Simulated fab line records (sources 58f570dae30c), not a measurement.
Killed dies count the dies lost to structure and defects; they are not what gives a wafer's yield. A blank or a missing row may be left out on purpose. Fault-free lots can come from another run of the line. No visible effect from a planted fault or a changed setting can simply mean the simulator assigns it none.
Struck lot and sound lot, side by side / flow berkeley cmos170 / 25 steps out of a route of 331
Sound: wafers L448.2, L448.3, L448.5. Wafers struck: L442.1, L442.3, L442.6. The cause is named last.
Order at every step that has rows: each side's tool, ch and its chambers, its first start. Under that, the readings that differ: sound wafers / struck wafers / difference of the means / sigmas: that difference in standard deviations of wafers without a fault.
alike: readings whose means differ by less than 2 such deviations, and words and numbers that are the same on both sides. not compared: withheld readings, readings that some wafer has no value for, bounds like >300 that may hide the same value, and numbers for which the record gives no deviation and whose values overlap.
The two part at a step that has a row with sigmas, a row that says differs or no value, or rows on one side only. When numbers do not overlap yet have no deviation, they are printed without sigmas and do not part them. Lack of a reading on every wafer of one side parts them only where that side has two or more wafers.

first, 4 steps without rows for these wafers: UCB170_PWELL_WET_ETCH_19 (etches Si3N4 in H3PO4, time 14400 s); UCB170_PWELL_WET_ETCH_20 (etches SiO2 in BOE, time 22 s); UCB170_WELLDRIVE_CLEAN_00 (cleans in SPM, time 600 s); UCB170_WELLDRIVE_OXIDATION_01 (target thk 199 nm, ox time 9000 s).
UCB170_WELLDRIVE_THK_MEAS_02:
  sound: film metro-02 at day 7 20:14; struck: film metro-01 at day 6 16:11
  alike: WELLDRIVE_OXIDE_THK
then, 5 steps without rows for these wafers: UCB170_WELLDRIVE_ANNEAL_03 (time 900 s); UCB170_WELLDRIVE_WET_ETCH_04 (etches SiO2 in BOE, time 120 s); UCB170_ACTIVE_CLEAN_00 (cleans in SPM, time 600 s); UCB170_ACTIVE_CLEAN_01 (cleans in dHF, time 60 s); UCB170_ACTIVE_OXIDATION_02 (target thk 26.4 nm, ox time 1260 s).
UCB170_ACTIVE_THK_MEAS_03:
  sound: film metro-04 at day 8 09:36; struck: film metro-01 at day 7 03:32
  alike: ACTIVE_OXIDE_THK
then, 1 step without rows for these wafers: UCB170_ACTIVE_ANNEAL_04 (time 900 s).
UCB170_ACTIVE_CVD_05: deposits Si3N4 from SiH2Cl2/NH3, target thk 220 nm, time 3300 s.
  sound on lpcvd-02 ch 1, day 8 15:59; struck on lpcvd-01 ch 1, day 7 13:01
UCB170_ACTIVE_THK_MEAS_06:
  sound: film metro-04 at day 8 17:55; struck: film metro-04 at day 7 14:56
reading=ACTIVE_NITRIDE_THK (nm); sound=221.9 222.5 222.7; struck=444.6 443.0 443.0; difference=+221.2; sigmas=+99 or more
then, 6 steps without rows for these wafers: UCB170_ACTIVE_HMDS_07 (prime time 60 s); UCB170_ACTIVE_COAT_08 (resist thk 900 nm); UCB170_ACTIVE_SOFTBAKE_09 (time 60 s); UCB170_ACTIVE_EXPOSE_10 (exposes mask ACTIVE, target cd 1200 nm); UCB170_ACTIVE_PEB_11; UCB170_ACTIVE_DEVELOP_12 (develop time 45 s).
UCB170_ACTIVE_CD_MEAS_13: the cd target is 1200 nm.
  sound: cd sem-02 at day 8 19:04; struck: cd sem-02 at day 7 16:10
  alike: cd nm
UCB170_ACTIVE_OVL_MEAS_14:
  sound: overlay-02 at day 8 19:10; struck: overlay-01 at day 7 16:17
  alike: ACTIVE_OVL
UCB170_ACTIVE_ETCH_15: etches Si3N4 in CH3F/Ar/O2, stops on SiO2, target depth 242 nm, time 151 s.
  sound on rie diel-03 ch 0,1, day 8 19:12; struck on rie diel-02 ch 0,3, day 7 16:19
reading=oes product au (a.u.); sound=0.928 0.936 0.940; struck=0.987 0.978 0.981; difference=+0.047; sigmas=+4
reading=model.etch.depth nm (nm); sound=221.9 222.4 222.9; struck=241.2 237.6 240.4; difference=+17.3; sigmas=
  alike: drypump motor current A, throttle valve pct
  not compared: rf hours counter h
UCB170_ACTIVE_STRIP_16: strips in O2.
  sound on plasma asher-04 ch 0,1, day 8 19:18; struck on plasma asher-04 ch 0,1, day 7 16:25
  alike: drypump motor current A, oes product au, strip time to endpoint s
  not compared: rf hours counter h
-- the record jumps here: 4 days lie between the struck wafers' starts before and after (it left off in module ACTIVE and takes up again in module M3, whose first step shown is number 331 of the route) --
UCB170_M3_PROBE_99:
  record: rows for the struck wafers here (prober-01, day 11 17:49), none for the sound ones

WHERE THEY PART
Earliest at UCB170_ACTIVE_THK_MEAS_06; latest, in this record, at UCB170_M3_PROBE_99.

WHY: what had been put in by the simulator
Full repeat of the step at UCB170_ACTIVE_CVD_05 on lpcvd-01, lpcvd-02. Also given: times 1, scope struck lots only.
